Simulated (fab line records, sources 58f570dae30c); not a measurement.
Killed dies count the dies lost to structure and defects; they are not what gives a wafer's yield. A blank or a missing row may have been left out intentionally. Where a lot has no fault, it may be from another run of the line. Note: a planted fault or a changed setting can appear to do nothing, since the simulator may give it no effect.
Comparing a struck lot with a sound one | flow berkeleyCmos170 | 16 steps out of a route of 331
Sound: wafers L105.2, L105.4, L105.6. The struck wafers were L109.3, L109.4, L109.5. Last of all comes the cause.
For every step that has rows: the tool of each side, followed by ch and its chambers, followed by its first start. Under that, the readings that differ: sound wafers | struck wafers | difference of the means | sigmas: that difference in standard deviations of wafers without a fault.
alike: a reading whose means differ by less than 2 such deviations, as well as words and numbers matching on both sides. not compared: withheld readings; readings where some wafer has no value; bounds like >300 that might hide an equal value; numbers whose values overlap and for which the record gives no deviation.
The two part at a step that has a row with sigmas, a row that says differs or no value, or rows on one side only. Numbers that don't overlap but have no deviation are shown without sigmas and don't part them. A reading that every wafer of one side lacks parts them only if that side has two wafers or more.

first, 5 steps without rows for these wafers: UCB170_NLDD_COAT_01 (resist thk 900 nm); UCB170_NLDD_SOFTBAKE_02 (time 60 s); UCB170_NLDD_EXPOSE_03 (exposes mask NSELECT, target cd 1200 nm); UCB170_NLDD_PEB_04; UCB170_NLDD_DEVELOP_05 (develop time 45 s).
UCB170_NLDD_CD_MEAS_06 targets a cd of 1200 nm.
  sound: cdSem-02 at day 5 19:11; struck: cdSem-02 at day 7 10:37
  alike: cdNm
UCB170_NLDD_OVL_MEAS_07:
  sound: overlay-02 at day 5 19:17; struck: overlay-01 at day 7 10:43
  alike: NLDD_OVL
then, 2 steps without rows for these wafers: UCB170_NLDD_IMPLANT_08; UCB170_NLDD_IMPLANT_09.
UCB170_NLDD_STRIP_10: strips in O2.
  sound on plasmaAsher-02 ch 0, day 5 19:37; struck on plasmaAsher-01 ch 0,1, day 7 11:04
  alike: drypumpMotorCurrentA, oesProductAu, stripTimeToEndpointS
  not compared: rfHoursCounterH
UCB170_NLDD_TW_MEAS_11:
  sound: filmMetro-04 at day 5 19:44; struck: filmMetro-01 at day 7 11:09
  alike: NLDD_TW
then, 1 step without rows for these wafers: UCB170_NLDD_CLEAN_12 (cleans in SPM, time 600 s).
UCB170_SPACER_CVD_00: deposits SiO2 from TEOS/O2, target thk 376 nm, time 47 s.
  sound on pecvd-03 ch 0,1,2, day 5 19:58; struck on pecvd-03 ch 0,1, day 7 11:34
  alike: heaterPowerW, susceptorTempC
UCB170_SPACER_THK_MEAS_01:
  sound: filmMetro-04 at day 5 20:01; struck: filmMetro-01 at day 7 11:38
reading              | sound       | struck      | difference | sigmas
SPACER_TEOS_THK (nm) | 378 384 380 | 754 757 764 | +378       | +70
then, 1 step without rows for these wafers: UCB170_SPACER_ANNEAL_02 (time 1800 s).
UCB170_SPACER_ETCHBACK_03: etches SiO2 in CHF3/CF4/Ar, stops on Si, target depth 376 nm, time 100 s.
  sound on rieDiel-04 ch 1,3, day 6 00:15; struck on rieDiel-01 ch 0,1,2, day 7 16:53
reading                 | sound             | struck            | difference | sigmas
oesProductAu (a.u.)     | 0.913 0.909 0.909 | 1.011 0.987 1.017 | +0.095     | +6
model.etch.depthNm (nm) | 377.9 384.5 379.9 | 425.1 417.1 430.5 | +43.5      | 
  alike: drypumpMotorCurrentA, throttleValvePct
  not compared: rfHoursCounterH

WHERE THEY PART
Earliest at UCB170_SPACER_THK_MEAS_01; latest, in this record, at UCB170_SPACER_ETCHBACK_03.

WHY: whatever the simulator had introduced
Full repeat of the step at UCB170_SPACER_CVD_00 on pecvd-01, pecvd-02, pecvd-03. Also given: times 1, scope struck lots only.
